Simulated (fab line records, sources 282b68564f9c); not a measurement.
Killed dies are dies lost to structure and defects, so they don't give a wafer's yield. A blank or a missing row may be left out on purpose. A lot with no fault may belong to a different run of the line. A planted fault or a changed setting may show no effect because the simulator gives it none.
A lot that was struck, set against a sound lot | flow rit-cmos | 22 steps out of a route of 202
Sound: the wafers L599.2, L599.3, L599.6. Wafers struck: L614.1, L614.2, L614.3. The cause is named last.
Per side, at each step with rows, come the tool, then ch with its chambers, and then its first start. Under that, the readings that differ: sound wafers | struck wafers | difference of the means | sigmas: that difference in standard deviations of wafers without a fault.
alike: same words and numbers on both sides, and readings whose means sit less than 2 such deviations apart. not compared: any withheld reading, any reading some wafer has no value for, any bound like >300 that may hide the same value, and any number with overlapping values for which the record gives no deviation.
A row with sigmas, a row that says differs or no value, or rows on one side alone: a step with any of these is where the two part. Numbers that don't overlap but have no deviation are shown without sigmas and don't part them. A reading missing from all wafers of one side parts the sides only when that side holds two or more wafers.

first, 2 steps without rows for these wafers: RIT_NSD_HARDBAKE_07 (time 60 s); RIT_NSD_IMPLANT_08.
RIT_NSD_STRIP_09: strips in O2, time 180 s.
  sound on plasma-asher-04 ch 0,1, day 4 05:37; struck on plasma-asher-03 ch 0,1, day 7 03:46
  alike: drypump-motor-current-A
  not compared: rf-hours-counter-h
RIT_NSD_TW_MEAS_10:
  sound on film-metro-03, day 4 05:49; struck on film-metro-03, day 7 03:56
  alike: NSD_TW
then, 6 steps without rows for these wafers: RIT_PSD_HMDS_00 (prime time 60 s); RIT_PSD_COAT_01 (resist thk 1000 nm); RIT_PSD_SOFTBAKE_02 (time 60 s); RIT_PSD_EXPOSE_03 (exposes mask M10, target cd 40900 nm); RIT_PSD_PEB_04; RIT_PSD_DEVELOP_05 (develop time 50 s).
RIT_PSD_OVL_MEAS_06:
  sound on overlay-02, day 4 06:52; struck on overlay-02, day 7 04:51
  alike: PSD_OVL
then, 1 step without rows for these wafers: RIT_PSD_HARDBAKE_07 (time 60 s).
RIT_PSD_IMPLANT_08:
  sound on implanter-01 ch 0, day 4 07:04; struck on implanter-01 ch 0, day 7 05:02
  reading                          | sound                         | struck                       | difference | sigmas
  beam-on-s (s)                    | 15.2 15.1 14.8                | 10.5 9.5 9.9                 | -5.1       | -5
  dose-ions-cm2                    | 5.007e+15 5.002e+15 5.003e+15 | 1.001e+15 1.002e+15 9.96e+14 | -4.004e+15 | -99 or more
  end-station-pressure-torr (Torr) | 1.19e-05 1.15e-05 1.37e-05    | 7e-06 7.6e-06 7.1e-06        | -5e-06     | -5
  faraday-current-uA               | 10176 10214 10421             | 2974 3284 3156               | -7132      | -9
RIT_PSD_STRIP_09: strips in O2, time 180 s.
  sound on plasma-asher-04 ch 0,1, day 4 07:12; struck on plasma-asher-02 ch 0,1, day 7 05:11
  alike: drypump-motor-current-A
  not compared: rf-hours-counter-h
RIT_PSD_TW_MEAS_10:
  sound on film-metro-02, day 4 07:23; struck on film-metro-03, day 7 05:22
  reading | sound          | struck         | difference | sigmas
  PSD_TW  | 3412 3434 3414 | 2638 2639 2636 | -782       | -25
then, 3 steps without rows for these wafers: RIT_SDANNEAL_CLEAN_00 (cleans in SC1, time 600 s); RIT_SDANNEAL_CLEAN_01 (cleans in dHF, time 30.43 s); RIT_SDANNEAL_CLEAN_02 (cleans in SC2, time 600 s).
RIT_SDANNEAL_RTA_03: time 5 s.
  sound on rtp-anneal-01 ch 0, day 4 07:49; struck on rtp-anneal-02 ch 0, day 7 05:47
  alike: wafer_temp_C_max
RIT_SDANNEAL_RS_MEAS_04: the measuring method here is four-point-probe.
  sound on film-metro-02, day 4 07:53; struck on film-metro-03, day 7 05:51
  reading         | sound                | struck               | difference | sigmas
  PSD_RS (ohm/sq) | 116.35 115.74 116.02 | 154.41 153.35 153.96 | +37.87     | +99 or more
RIT_SDANNEAL_RS_MEAS_05: the measuring method here is four-point-probe.
  sound on film-metro-02, day 4 08:00; struck on film-metro-03, day 7 05:58
  alike: NSD_RS
RIT_M1_PROBE_99:
  only the struck wafers here have rows in the record (prober-01, day 7 13:37); the sound ones have none

WHERE THEY PART
First at RIT_PSD_IMPLANT_08; last, within this record, at RIT_M1_PROBE_99.

WHY: whatever the simulator had introduced
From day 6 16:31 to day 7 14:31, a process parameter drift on implanter-01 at RIT_PSD_IMPLANT_08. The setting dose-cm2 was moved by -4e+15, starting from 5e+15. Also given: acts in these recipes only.
